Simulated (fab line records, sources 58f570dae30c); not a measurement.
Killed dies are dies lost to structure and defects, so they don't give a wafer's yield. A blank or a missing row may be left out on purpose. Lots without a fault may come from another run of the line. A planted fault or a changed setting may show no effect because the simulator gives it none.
fab line records | flow berkeley_cmos170
record lots=6 wafers=18 last_day=11
route steps=331 shown PWELL@36
lots that met no fault: from a run of the same line without faults
start_h: hours from the record's first day to the start of the lot's first wafer shown | wait_h: hours since the lot's step before | " the same as in the row above | L1.1+2: a row that stands for several wafers | - no value, or no start given | * or withheld: withheld | < > ~ a bound
route shown NAME@n: a module of which the file shows steps, and the number in the route of the first | usual: mean/standard deviation of fault-free wafers | same: alike in all rows | chamber/n: place in a boat | sites: the reading at each site | _std_site: their standard deviation | _edge_site: outer sites' mean less inner sites' | radius_mm: how far each site lies from the wafer's centre | mask NAME#n: copy n | behind: the tool/chamber that last shaped the wafer | hold: why the lot was held/for how many hours/how that ended | device: the transistor (n, p or np) that didn't switch | end of line: the same wafers' tests at the end of the route | a step without rows: its recipe alone | killed: dies lost to structure and defects at the first sort, not the wafer's yield | map: a wafer's dies, x killed, . not, _ none there
set.NAME: the setting as run; set.NAME@STEP: as run at that earlier step | model.NAME: the simulator's own value behind a step, which no gauge read
lots at some steps of the route; a table a step, a row a wafer
services: from which hour (start_h, from the record's first day; less than 0 if before it) a tool's chamber was out of use, for how many hours, and why
## steps
# step UCB170_PWELL_OXIDATION_02
# recipe temp_c=1000 ambient=O2 target_thk_a=264 ox_time_s=1260
# step UCB170_PWELL_THK_MEAS_03
# recipe reads=SiO2_of_PWELL_OXIDATION_02
# usual PWELL_OXIDE_THK=26.2/0.48
# columns lot.wafer tool chamber start_h wait_h PWELL_OXIDE_THK[nm]
L266.2 film_metro-04 - 55.47 0.0 25.7
L266.4 " - " " 26.0
L266.6 " - " " 25.9
L268.1 film_metro-04 - 65.00 0.0 27.0
L268.3 " - " " 26.6
L268.4 " - " " 26.9
L267.2 film_metro-02 - 65.01 0.0 27.0
L267.4 " - " " 26.3
L267.6 " - " " 26.5
L269.1 film_metro-01 - 72.73 0.0 25.4
L269.2 " - " " 25.7
L269.4 " - " " 25.4
L271.3 film_metro-01 - 81.20 0.0 26.2
L271.4 " - " " 26.3
L271.5 " - " " 26.0
L283.4 film_metro-01 - 145.21 0.0 27.1
L283.5 " - " " 27.1
L283.6 " - " " 27.1
# step UCB170_PWELL_ANNEAL_04
# recipe temp_c=1000 time_s=900 ambient=N2
# step UCB170_PWELL_CVD_05
# recipe material=Si3N4 target_thk_nm=220 temp_c=800 precursor=SiH2Cl2/NH3 time_s=3300 pressure_mtorr=200 sih2cl2_flow_sccm=25 nh3_flow_sccm=75
# step UCB170_PWELL_THK_MEAS_06
# recipe reads=Si3N4_of_PWELL_CVD_05
# usual PWELL_NITRIDE_THK=220.4/2.1
# columns lot.wafer tool chamber start_h wait_h PWELL_NITRIDE_THK[nm]
L266.2 film_metro-01 - 61.81 0.0 224.8
L266.4 " - " " 224.2
L266.6 " - " " 224.3
L268.1 film_metro-04 - 70.10 0.0 222.4
L268.3 " - " " 221.8
L268.4 " - " " 220.3
L267.2 film_metro-01 - 70.11 0.0 222.5
L267.4 " - " " 225.1
L267.6 " - " " 224.7
L269.1 film_metro-04 - 78.75 0.0 220.7
L269.2 " - " " 219.1
L269.4 " - " " 219.7
L271.3 film_metro-02 - 87.37 0.0 218.3
L271.4 " - " " 217.6
L271.5 " - " " 218.8
L283.4 film_metro-02 - 150.75 0.0 223.3
L283.5 " - " " 223.1
L283.6 " - " " 222.3
# step UCB170_PWELL_HMDS_07
# recipe prime_time_s=60 prime_temp_c=100
# step UCB170_PWELL_COAT_08
# recipe resist=KrF spin_rpm=1500 resist_thk_nm=900
# step UCB170_PWELL_SOFTBAKE_09
# recipe resist=KrF temp_c=130 time_s=60
# step UCB170_PWELL_EXPOSE_10
# recipe mask_id=PWELL target_cd_nm=3000 na=0.5 sigma_outer=0.6 source_shape=conventional dose_mj=19
# step UCB170_PWELL_PEB_11
# recipe peb_temp_c=130 peb_time_s=withheld resist=KrF
# step UCB170_PWELL_DEVELOP_12
# recipe developer=TMAH develop_time_s=45 resist=KrF dev_temp_c=21
# step UCB170_PWELL_OVL_MEAS_13
# usual PWELL_OVL=0/5.5
# columns lot.wafer tool chamber start_h wait_h PWELL_OVL[nm]
L266.2 overlay-01 - 62.97 - -5
L266.4 " - " " -3
L266.6 " - " " -7
L268.1 overlay-02 - 72.34 - 5
L268.3 " - " " -2
L268.4 " - " " 1
L267.2 overlay-01 - 72.46 - 4
L267.4 " - " " 5
L267.6 " - " " 3
L269.1 overlay-02 - 80.30 - 3
L269.2 " - " " -2
L269.4 " - " " -4
L271.3 overlay-02 - 90.55 - 5
L271.4 " - " " -1
L271.5 " - " " 5
L283.4 overlay-02 - 152.16 - 13
L283.5 " - " " 13
L283.6 " - " " 16
# step UCB170_PWELL_ETCH_14
# recipe chemistry=CH3F/Ar/O2 target=Si3N4 stop_on=SiO2 CH3F_flow_sccm=20 Ar_flow_sccm=50 O2_flow_sccm=7 pressure_mtorr=50 rf_w=450 target_depth_a=2420 over_etch_frac=0.1 time_s=151
# usual drypump_motor_current_A=5.8/0.51 oes_product_au=0.939/0.015 rf_fwd_power_W=448.2/1.4 throttle_valve_pct=8.01/0.13
# columns lot.wafer tool chamber start_h wait_h drypump_motor_current_A oes_product_au rf_fwd_power_W rf_hours_counter_h throttle_valve_pct model.etch.depth_nm model.KrF_of_PWELL_COAT_08.thk_nm model.SiO2_of_PWELL_OXIDATION_02.thk_nm
L266.2 rie_diel-02 1 63.00 0.0 6.1 0.973 446.7 18 7.81 224.7 725.1 22.1
L266.4 " 2 " " 5.1 0.959 449.1 159 7.94 224 717.8 21.62
L266.6 " 3 " " 5.6 0.971 446.4 - 8.05 224.3 726.9 22.28
L268.1 rie_diel-02 0 72.38 0.0 5.4 0.951 449.8 127 8.01 222.3 719.8 22.75
L268.3 " 1 " " 6.1 0.967 448.6 19 7.83 222 723.8 23.03
L268.4 " 3 " " 5.6 0.752 450.4 87 8.05 139.5 790 24.77
L267.2 rie_diel-04 1 72.49 0.0 5.7 0.934 447.0 105 8.00 222.6 726.5 23.3
L267.4 " 0 " " 6.5 0.949 448.6 153 7.87 224.9 724.8 22.48
L267.6 " 3 " " 6.0 0.938 446.5 - 8.17 224.6 722.4 22.7
L269.1 rie_diel-02 3 80.34 0.0 5.6 0.746 447.7 87 8.04 137.5 789.1 23.21
L269.2 " 2 " " 5.1 0.951 447.7 161 7.95 219.1 718.7 21.39
L269.4 " 0 " " 5.4 0.933 448.1 128 8.00 219.6 721 21.16
L271.3 rie_diel-04 3 90.58 0.0 5.9 0.917 448.9 69 8.19 218.3 721.4 22.4
L271.4 " 2 " " 6.6 0.918 448.7 100 7.89 217.4 725.3 22.42
L271.5 " 2 " " 6.6 0.914 449.1 - 7.88 218.7 726 22.16
L283.4 rie_diel-03 0 152.17 0.0 5.8 0.948 448.2 58 8.03 223.2 715.3 23.14
L283.5 " 3 " " 4.8 0.959 447.1 - 8.04 223 718.8 23.2
L283.6 " 2 " " 6.3 0.932 449.1 - 8.05 222.2 719.9 23.19
# step UCB170_PWELL_IMPLANT_15
# recipe species=B dose_cm2=5e+12 energy_kev=60 tilt_deg=7
# step UCB170_PWELL_STRIP_16
# recipe chemistry=O2 power_w=400 pressure_mtorr=3500 platen_temp_c=withheld o2_flow_sccm=400 overash_fraction=0.5
# usual drypump_motor_current_A=5.7/0.38 oes_product_au=0.721/0.0047 strip_time_to_endpoint_s=18.06/0.088
# columns lot.wafer tool chamber start_h wait_h drypump_motor_current_A oes_product_au rf_hours_counter_h strip_time_to_endpoint_s
L266.2 plasma_asher-02 1 63.25 0.1 5.6 0.714 34 18.09
L266.4 " 0 " " 6.2 0.711 - 17.92
L266.6 " 1 " " 5.6 0.726 - 18.14
L268.1 plasma_asher-03 0 72.63 0.1 5.7 0.715 38 17.98
L268.3 " 0 " " 5.6 0.722 - 18.06
L268.4 " 1 " " 6.1 0.724 - 19.64
L267.2 plasma_asher-01 1 72.75 0.1 5.8 0.731 35 18.13
L267.4 " 1 " " 5.8 0.717 - 18.09
L267.6 " 1 " " 5.8 0.724 - 18.05
L269.1 plasma_asher-01 1 80.59 0.1 5.8 0.731 36 19.63
L269.2 " 0 " " 5.1 0.722 36 17.94
L269.4 " 0 " " 5.2 0.717 - 17.99
L271.3 plasma_asher-02 0 90.86 0.1 6.2 0.716 - 18.01
L271.4 " 1 " " 5.6 0.717 - 18.11
L271.5 " 0 " " 6.2 0.728 - 18.13
L283.4 plasma_asher-03 0 152.46 0.1 5.7 0.720 - 17.85
L283.5 " 1 " " 6.1 0.719 - 17.93
L283.6 " 0 " " 5.7 0.713 - 17.96
# step UCB170_PWELL_TW_MEAS_17
# usual PWELL_TW=378.5/1.7
# columns lot.wafer tool chamber start_h wait_h PWELL_TW
L266.2 film_metro-04 - 63.36 0.1 377.6
L266.4 " - " " 376.4
L266.6 " - " " 379.5
L268.1 film_metro-02 - 72.73 0.1 378.6
L268.3 " - " " 379.8
L268.4 " - " " 377.3
L267.2 film_metro-04 - 72.86 0.1 377.8
L267.4 " - " " 376.2
L267.6 " - " " 377.5
L269.1 film_metro-02 - 80.69 0.1 378.7
L269.2 " - " " 378.4
L269.4 " - " " 375.7
L271.3 film_metro-04 - 90.95 0.1 377.7
L271.4 " - " " 376.3
L271.5 " - " " 378.2
L283.4 film_metro-04 - 152.57 0.1 377.5
L283.5 " - " " 375.6
L283.6 " - " " 375.6
## services
# columns tool chamber start_h hours kind
plasma_asher-03 - 42.89 1.8 repair
rie_diel-03 3 59.98 - clean
rie_diel-03 3 59.98 15.3 scheduled_down
rie_diel-03 3 59.98 15.3 vent_cycle
rie_diel-04 2 67.35 4.5 repair
rie_diel-02 1 86.03 10.2 repair
rie_diel-03 2 108.32 1.7 repair
plasma_asher-03 - 108.75 9.0 pm
plasma_asher-03 0 108.75 9.0 vent_cycle
plasma_asher-03 1 108.75 9.0 vent_cycle
rie_diel-02 2 117.42 - clean
rie_diel-02 2 117.42 20.3 scheduled_down
rie_diel-02 2 117.42 20.3 vent_cycle
plasma_asher-03 0 117.75 - clean
plasma_asher-03 1 117.75 - clean
rie_diel-03 3 118.93 3.7 repair
rie_diel-04 0 149.40 - clean
rie_diel-04 0 149.40 25.9 scheduled_down
rie_diel-04 0 149.40 25.9 vent_cycle
## key
first_sign step=UCB170_PWELL_ETCH_14 reading=oes_product_au direction=down sigmas=13 usual=0.939 struck=0.749
effect step=UCB170_PWELL_STRIP_16 reading=strip_time_to_endpoint_s direction=up sigmas=18 usual=* struck=*
model_effect step=UCB170_PWELL_ETCH_14 value=etch.depth_nm without=220.5 struck=138.5
met_at UCB170_PWELL_ETCH_14
struck_wafers L268.4,L269.1
later_rows_left_out L268.4,L269.1
sort_left_out L268.4,L269.1
tester_left_out L268,L269
onset_between 63.00 72.38
fault kind=process_parameter_drift tool=rie_diel-02 chamber=3 onset_h=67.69 steps=UCB170_PWELL_ETCH_14 channel=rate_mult offset=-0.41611 shape=step end_h=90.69
# tester_left_out: of these lots the tester's yield and bins aren't shown, on N5 and GAA mostly nor the transistor test; their killed dies are dies lost to structure and defects alone, not to doping, threshold or leakage, so they don't give the yield
# sort_left_out: the simulated sort isn't trusted on such a fault, so these wafers' sort isn't shown, and their yield isn't known
# later_rows_left_out: the simulator's readings of these wafers behind a module that went badly wrong aren't trusted and aren't shown, but for the sort
